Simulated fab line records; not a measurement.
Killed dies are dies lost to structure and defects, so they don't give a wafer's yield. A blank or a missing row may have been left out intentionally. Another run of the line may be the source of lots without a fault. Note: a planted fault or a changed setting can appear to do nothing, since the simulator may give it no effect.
Struck lot and sound lot, side by side | flow rit-cmos | 43 steps out of a route of 202
Sound: these wafers, L204.4, L204.5, L204.6. Wafers L208.4, L208.5, L208.6 were the ones struck. At the end, the cause is stated.
Per side, at each step with rows, come the tool, then ch with its chambers, and then its first start. Under that, the readings that differ: sound wafers | struck wafers | difference of the means | sigmas: that difference in standard deviations of wafers without a fault.
alike: a reading whose means differ by less than 2 such deviations, as well as words and numbers matching on both sides. not compared: withheld readings; readings where some wafer has no value; bounds like >300 that might hide an equal value; numbers whose values overlap and for which the record gives no deviation.
The two part at a step that has a row with sigmas, a row that says differs or no value, or rows on one side only. When numbers do not overlap yet have no deviation, they are printed without sigmas and do not part them. A reading missing from all wafers of one side parts the sides only when that side holds two or more wafers.

first, 2 steps without rows for these wafers: RIT_NRETRO_HARDBAKE_07 (time 120 s); RIT_NRETRO_IMPLANT_08.
RIT_NRETRO_STRIP_09: strips in O2, time 180 s.
  sound on plasma-asher-02 ch 0,1, day 2 21:16; struck on plasma-asher-02 ch 0,1, day 3 16:29
  alike: drypump-motor-current-A
  not compared: rf-hours-counter-h
RIT_NRETRO_TW_MEAS_10:
  sound on film-metro-02, day 2 21:25; struck on film-metro-03, day 3 16:38
  reading   | sound          | struck         | difference | sigmas
  NRETRO_TW | 1044 1049 1046 | 1032 1034 1035 | -13        | -2
then, 6 steps without rows for these wafers: RIT_PRETRO_HMDS_00 (prime time 60 s); RIT_PRETRO_COAT_01 (resist thk 1300 nm); RIT_PRETRO_SOFTBAKE_02 (time 60 s); RIT_PRETRO_EXPOSE_03 (exposes mask M5, target cd 43700 nm); RIT_PRETRO_PEB_04; RIT_PRETRO_DEVELOP_05 (develop time 65.46 s).
RIT_PRETRO_OVL_MEAS_06:
  sound on overlay-01, day 2 22:21; struck on overlay-02, day 3 17:54
  reading         | sound         | struck         | difference | sigmas
  PRETRO_OVL (nm) | -0.3 0.4 -0.5 | -4.6 -1.9 -3.5 | -3.2       | -2
then, 1 step without rows for these wafers: RIT_PRETRO_HARDBAKE_07 (time 120 s).
RIT_PRETRO_IMPLANT_08:
  sound on implanter-02 ch 0, day 2 22:41; struck on implanter-02 ch 0, day 3 18:14
  reading            | sound             | struck            | difference | sigmas
  tilt-deg (degrees) | 6.963 6.992 6.969 | 7.035 7.030 7.010 | +0.050     | +2
  alike: dose-ions-cm2
RIT_PRETRO_STRIP_09: strips in O2, time 180 s.
  sound on plasma-asher-02 ch 0,1, day 2 22:49; struck on plasma-asher-02 ch 0,1, day 3 18:22
  alike: drypump-motor-current-A
  not compared: rf-hours-counter-h
RIT_PRETRO_TW_MEAS_10:
  sound on film-metro-03, day 2 22:58; struck on film-metro-02, day 3 18:31
  alike: PRETRO_TW
then, 5 steps without rows for these wafers: RIT_GATE_WET_ETCH_00 (etches SiO2 in BOE, target depth 56 nm, time 60 s); RIT_GATE_CLEAN_01 (cleans in SC1, time 600 s); RIT_GATE_CLEAN_02 (cleans in dHF, time 30 s); RIT_GATE_CLEAN_03 (cleans in SC2, time 600 s); RIT_GATE_CLEAN_04 (cleans in dHF, time 60 s).
RIT_FOX2_THK_MEAS_91:
  sound on film-metro-04, day 2 23:27; struck on film-metro-01, day 3 19:00
  alike: FIELD_OXIDE_LEFT_2_THK
then, 2 steps without rows for these wafers: RIT_GATE_OXIDATION_05 (target thk 3 nm, ox time 270 s); RIT_GATE_ANNEAL_06 (time 600 s).
RIT_GATE_THK_MEAS_07:
  sound on film-metro-04, day 3 00:50; struck on film-metro-02, day 3 21:10
  alike: GATE_OXIDE_THK
then, 1 step without rows for these wafers: RIT_GATE_CVD_08 (deposits poly-Si from SiH4, target thk 250 nm, time 2132 s).
RIT_GATE_THK_MEAS_09:
  sound on film-metro-02, day 3 02:31; struck on film-metro-04, day 3 22:50
  alike: GATE_POLY_THK
then, 6 steps without rows for these wafers: RIT_GATE_HMDS_10 (prime time 60 s); RIT_GATE_COAT_11 (resist thk 850 nm); RIT_GATE_SOFTBAKE_12 (time 60 s); RIT_GATE_EXPOSE_13 (exposes mask M6, target cd 150 nm); RIT_GATE_PEB_14; RIT_GATE_DEVELOP_15 (develop time 50 s).
RIT_GATE_CD_MEAS_16 targets a cd of 150 nm.
  sound on cd-sem-01, day 3 03:34; struck on cd-sem-02, day 3 23:52
  alike: cd-nm
RIT_GATE_OVL_MEAS_17:
  sound on overlay-01, day 3 03:39; struck on overlay-02, day 3 23:56
  alike: GATE_OVL
then, 1 step without rows for these wafers: RIT_GATE_HARDBAKE_18 (time 60 s).
RIT_GATE_ETCH_19: etches poly-Si in SF6/CHF3/O2, stops on SiO2, time 170.6 s, target depth 312.5 nm.
  sound on rie-si-02 ch 0,2,3, day 3 03:49; struck on rie-si-02 ch 1,2,3, day 4 00:08
  alike: drypump-motor-current-A, oes-product-au, throttle-valve-pct
  not compared: rf-hours-counter-h
RIT_GATE_STRIP_20: strips in O2, time 180 s.
  sound on plasma-asher-04 ch 0,1, day 3 03:59; struck on plasma-asher-02 ch 0,1, day 4 00:19
  alike: drypump-motor-current-A
  not compared: rf-hours-counter-h
RIT_GATE_CD_MEAS_90 targets a cd of 150 nm.
  sound on cd-sem-01, day 3 04:10; struck on cd-sem-01, day 4 00:29
  alike: cd-nm
then, 4 steps without rows for these wafers: RIT_REOX_CLEAN_00 (cleans in SC1, time 600 s); RIT_REOX_CLEAN_01 (cleans in dHF, time 30 s); RIT_REOX_CLEAN_02 (cleans in SC2, time 600 s); RIT_REOX_OXIDATION_03 (target thk 25.2 nm, ox time 5580 s).
RIT_M1_PROBE_99:
  sound on prober-01, day 4 01:34; struck on prober-02, day 4 20:31
  reading                                 | sound                     | struck                  | difference | sigmas
  model.etest.nmos_0p15.drive-ua-um-range | 9.77 13.59 17.77          | 44.21 41.69 34.2        | +26.32     |
  model.etest.nmos_0p15.vt-v-range        | 0.00795 0.004239 0.005694 | 0.05471 0.05428 0.05662 | +0.04924   |
  alike: killed-at-front-end, killed-dies, killed-open, killed-short

## WHERE THEY PART
Last at RIT_PRETRO_IMPLANT_08 as far as this record goes, first at RIT_NRETRO_TW_MEAS_10. Later steps at which nothing parts them and some readings are alike: RIT_PRETRO_STRIP_09, RIT_PRETRO_TW_MEAS_10, RIT_FOX2_THK_MEAS_91, RIT_GATE_THK_MEAS_07, RIT_GATE_THK_MEAS_09, RIT_GATE_CD_MEAS_16, RIT_GATE_OVL_MEAS_17, RIT_GATE_ETCH_19, RIT_GATE_STRIP_20, RIT_GATE_CD_MEAS_90, RIT_M1_PROBE_99.

WHY: what the simulator had put in
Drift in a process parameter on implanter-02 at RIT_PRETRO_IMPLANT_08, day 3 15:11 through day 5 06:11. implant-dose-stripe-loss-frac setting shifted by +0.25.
